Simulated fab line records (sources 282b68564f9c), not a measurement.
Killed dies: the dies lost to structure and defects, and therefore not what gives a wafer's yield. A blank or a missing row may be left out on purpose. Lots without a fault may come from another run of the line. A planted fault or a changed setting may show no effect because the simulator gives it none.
Problem report in the 8D (eight disciplines) form, filled by code / flow rit_cmos / the parts of the form that need people (team, actions taken, sign-off) are left out

1. PROBLEM STATEMENT
Wafers without a fault read 74.99 C, standard deviation 0.12; temp_c at RIT_SDANNEAL_CLEAN_00 reads a mean of 74.28 C on 6 wafers belonging to 2 lots. That is -5.9 standard deviations from the usual mean.
The step: cleans in SC1, time 600 s.
First seen on wafer L583.3, day 3 13:07, on wet_bench-02. The record holds 42 wafers of 14 lots with a number at this step. Rule for "out" (also "out of limits"): further than 4 standard deviations from the usual mean. The rest of the wafers with a number are treated as sound.

2. WHAT IT IS, AND WHAT IT ISN'T
question=which readings at this step | is=temp_c | is not=-
question=which lots | is=L583, L584 | is not=L581, L582, L585, L593, L595, L597, L598, L599, L600, L601, L603, L604
question=which wafers of those lots | is=all that have a number | is not=-
question=read on which tools | is=wet_bench-02 | is not=wet_bench-03, wet_bench-04
question=when | is=from day 3 13:07 | is not=up to then (6 sound wafers); but 30 sound wafers of L585, L593, L595, L597, L598, L599, L600, L601, L603, L604 came after

3. THE SUSPECTS, EACH WITH WHAT RULES IT OUT
Counting: a tool at a process step up to the reading stays a suspect if it ran every lot that is out and no sound lot after the first of them.
- plasma_asher-02 at RIT_NRETRO_STRIP_09 (strips in O2, time 180 s): ruled out as a lasting fault. Sound lots L599, L600, L604 ran on it after its first lot that is out, L583 (day 2 15:31).
- wet_bench-02 at RIT_SDANNEAL_CLEAN_00 (cleans in SC1, time 600 s): ruled out as a lasting fault. Sound lots L597, L600, L604 ran on it after its first lot that is out, L583 (day 3 13:07).
Left after counting: nothing in the record.

4. THE CAUSE (what the simulator had put in)
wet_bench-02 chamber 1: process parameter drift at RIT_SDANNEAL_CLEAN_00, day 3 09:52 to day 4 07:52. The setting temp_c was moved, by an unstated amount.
Counting ruled it out, wrongly.

5. THE CHAIN OF EFFECTS, in route order
Each row: a reading where the mean over the struck wafers with a number is more than 3 standard deviations away from the usual. Only readings for which the record gives a usual standard deviation are gone through. hours: the time from each lot's start at the first step in this table that gives one to its start at this step, as a median over the lots. sigmas: the change in usual standard deviations.
hours=0; step=RIT_SDANNEAL_CLEAN_00; reading=temp_c; usual=74.99 C; on struck wafers=74.28; change=-0.70; sigmas=-5.9
Its process steps:
- RIT_SDANNEAL_CLEAN_00: cleans in SC1, time 600 s.
Later measuring or inspecting steps at which every struck wafer that the step has a row for has a number for every such reading, and none has moved that far: RIT_M1_RS_MEAS_01.

6. HOW IT WOULD HAVE BEEN CAUGHT EARLIER
3 hours passed between the start of the fault at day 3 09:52 and the first reading out of limits in this record, taken at day 3 13:07.
